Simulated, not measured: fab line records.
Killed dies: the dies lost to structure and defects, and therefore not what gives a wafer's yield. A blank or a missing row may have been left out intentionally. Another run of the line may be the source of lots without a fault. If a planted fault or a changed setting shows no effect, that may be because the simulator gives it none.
The tool behind it: which one?	flow rit-cmos	15 lots with 45 wafers sampled at 2 steps, on a route of 202 steps

== WHAT THE GAUGES SHOWED, per wafer ==
The record holds no reading of a measuring or inspecting step that can be judged against a usual standard deviation.

== TOOL THAT RAN EACH LOT (tool first, then ch and the chambers of the sampled wafers, then the start) ==
lot	RIT_GATE_STRIP_20	RIT_M1_PROBE_99
L755	plasma-asher-04 ch 1, day 2 14:50	-
L757	plasma-asher-04 ch 0,1, day 3 04:05	-
L761	plasma-asher-03 ch 0,1, day 3 21:00	prober-02, day 4 17:43
L762	plasma-asher-03 ch 0,1, day 4 00:44	prober-01, day 5 09:31
L765	plasma-asher-03 ch 0,1, day 4 16:51	-
L766	plasma-asher-02 ch 1, day 4 21:05	-
L768	plasma-asher-04 ch 0,1, day 5 06:48	prober-02, day 6 05:03
L769	plasma-asher-03 ch 0,1, day 5 10:37	prober-01, day 6 07:37
L770	plasma-asher-02 ch 0,1, day 5 19:57	prober-02, day 6 15:51
L771	plasma-asher-02 ch 0,1, day 5 22:16	-
L773	plasma-asher-02 ch 0,1, day 6 11:02	-
L774	plasma-asher-02 ch 0,1, day 6 13:28	-
L775	plasma-asher-02 ch 0,1, day 6 21:19	-
L777	plasma-asher-03 ch 0,1, day 7 04:06	-
L778	plasma-asher-02 ch 0,1, day 7 10:16	-
- RIT_GATE_STRIP_20: strips in O2, time 180 s.
- RIT_M1_PROBE_99

== AS READ BY THE TOOLS THEMSELVES (means over the sampled wafers that have a number; for cases with no such wafer, the mark the record gives instead) ==
RIT_GATE_STRIP_20. Usual: chamber-pressure-mTorr 4000 mTorr, standard deviation 3.6; drypump-motor-current-A 5.99 A, standard deviation 0.28.
lot	tool	chamber-pressure-mTorr (mTorr)	drypump-motor-current-A (A)	flag
L755	plasma-asher-04	3998	5.33	
L757	plasma-asher-04	4001	5.79	
L761	plasma-asher-03	3995	6.15	
L762	plasma-asher-03	4004	6.16	
L765	plasma-asher-03	4001	6.15	
L766	plasma-asher-02	4001	6.12	
L768	plasma-asher-04	-	-	OFF
L769	plasma-asher-03	-	-	OFF
L770	plasma-asher-02	-	-	OFF
L771	plasma-asher-02	4003	6.08	
L773	plasma-asher-02	4003	6.09	
L774	plasma-asher-02	4000	6.08	
L775	plasma-asher-02	3999	6.09	
L777	plasma-asher-03	3999	6.16	
L778	plasma-asher-02	4000	6.07	

RIT_M1_PROBE_99. Usual: killed-at-contacts 0.1, standard deviation 0.27; killed-at-front-end 6.7, standard deviation 2.9; killed-dies 6.7, standard deviation 2.9; killed-on-rim 1.8, standard deviation 1.4; killed-open 3.4, standard deviation 1.8; killed-short 3.3, standard deviation 2.2.
lot	tool	killed-at-contacts	killed-at-front-end	killed-dies	killed-on-rim	killed-open	killed-short	flag
L761	prober-02	0.0	10.7	10.7	2.3	4.7	6.0	
L762	prober-01	0.0	6.3	6.3	1.7	3.7	2.7	
L768	prober-02	0.3	263.7	264.0	70.0	4.0	3.3	OFF
L769	prober-01	0.0	264.0	264.0	70.0	3.7	2.0	OFF
L770	prober-02	0.0	264.0	264.0	70.0	3.3	3.3	OFF

== THE ANSWER, worked out from the rows above alone ==
Rule: take the mean of a lot's wafers that have a number; if it is more than 3 standard deviations from the usual mean, the lot is off. Also off: a lot with no number at a reading for which 4 or more lots have one. Any other lot the step has rows for is counted as sound. The gauges are gone through in route order, then the tools' own readings, and for those a lot's mean is taken as printed above. At the first step where some lot is off, the reading lying furthest off is the one used; lots without a number count as furthest.
Off: L768, L769, L770, at RIT_GATE_STRIP_20 (chamber-pressure-mTorr). Without a number there: L768, L769, L770.
A tool fits if, at that step or a process step before it, it ran every lot that is off, and no sound lot after the first of them. Of those tried, none fits.

== WHAT THE SIMULATOR HAD PUT IN ==
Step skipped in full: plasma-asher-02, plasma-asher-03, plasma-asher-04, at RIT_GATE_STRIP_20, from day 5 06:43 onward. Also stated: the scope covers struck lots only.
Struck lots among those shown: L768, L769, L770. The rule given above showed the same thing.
